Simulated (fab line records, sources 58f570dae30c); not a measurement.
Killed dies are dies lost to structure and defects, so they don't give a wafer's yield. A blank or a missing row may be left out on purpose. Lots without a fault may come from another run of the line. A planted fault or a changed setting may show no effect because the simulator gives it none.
One fault seen from 2 desks | flow berkeley_cmos170 | each desk has only its own numbers; what lay behind them comes last

THE METROLOGY DESK
What the gauges read, lot by lot, whatever tool the lot ran on: means of the sampled wafers that have a number. A lot is out of limits, marked OUT, if its mean lies more than 4 standard deviations from the usual mean; the brackets give that distance.
Columns: A = FIELD_OXIDE_LEFT_2_THK at UCB170_FIELD_THK_MEAS_91, usual 355 nm; B = cd_nm at UCB170_PSD_CD_MEAS_06, usual 1200.2 nm; C = cd_nm at UCB170_CONTACT_CD_MEAS_90, usual 700.2 nm
lot  | first seen here | A   | B      | C
L425 | day 5 21:01     | 342 | 1200.9 | 698.9
L427 | day 6 04:47     | 348 | 1201.7 | 700.3
L426 | day 6 05:05     | 338 | 1200.9 | 700.4
L429 | day 6 11:02     | 362 | 1201.4 | 698.0
L431 | day 6 11:03     | 369 | 1200.4 | 699.9
L432 | day 7 04:28     | 356 | 1199.3 | 701.3
L434 | day 7 11:47     | 344 | 1201.4 | 700.3
L435 | day 7 11:48     | 349 | 1199.8 | 699.7
L433 | day 7 11:50     | 369 | 1200.5 | 699.3
L436 | day 8 05:33     | 363 | 1200.6 | 701.8
L437 | day 8 07:07     | 350 | 1202.3 | 701.1
L446 | day 9 15:41     | 361 | 1201.1 | 701.1
L445 | day 9 16:33     | 362 | 1199.3 | 700.2
L448 | day 9 19:11     | 352 | 1202.3 | 700.2
This desk's finding: nothing out of limits on any of the 14 lots.

THE TOOL OWNER'S DESK: plasma_asher-04
The tool's own readings at UCB170_NSD_STRIP_09 (strips in O2): means of the sampled wafers that have a number, for each lot that ran on this tool. A lot is out of limits, marked OUT, if its mean lies more than 4 standard deviations from the usual mean; the brackets give that distance.
Columns: A = drypump_motor_current_A at UCB170_NSD_STRIP_09, usual 5.8 A; B = oes_product_au at UCB170_NSD_STRIP_09, usual 0.534 a.u.; C = strip_time_to_endpoint_s at UCB170_NSD_STRIP_09, usual 35.81 s
lot  | first seen here | A   | B                | C
L431 | day 7 11:11     | 6.1 | 0.536            | 35.77
L429 | day 7 11:28     | 6.0 | 0.536            | 35.82
L432 | day 7 23:28     | 6.2 | 0.531            | 35.89
L433 | day 8 08:29     | 6.2 | 0.534            | 35.88
L434 | day 8 09:13     | 6.2 | 0.512 (-4.6) OUT | 35.91
L436 | day 9 05:00     | 6.1 | 0.512 (-4.5) OUT | 35.78
This desk's finding: out of limits on L434, L436; first on L434, day 8 09:13 (oes_product_au at UCB170_NSD_STRIP_09). In limits: L431, L429, L432, L433.

PUT TOGETHER
The tool owner's desk could have raised an alarm at day 8 09:13, on L434, L436.
The metrology desk saw nothing out of limits.
The metrology desk has L434, L436 on record, within its limits.
Of the lots named, all ran UCB170_NSD_STRIP_09 on plasma_asher-04.

WHAT THE SIMULATOR HAD PUT IN
Process parameter drift: plasma_asher-04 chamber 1, from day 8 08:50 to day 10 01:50, at UCB170_NSD_STRIP_09. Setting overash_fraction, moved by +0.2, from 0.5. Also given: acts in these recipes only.
Lots struck among those shown: L434, L436.
Hours from the fault's start to each desk's first reading out of limits: the tool owner's desk, 0.
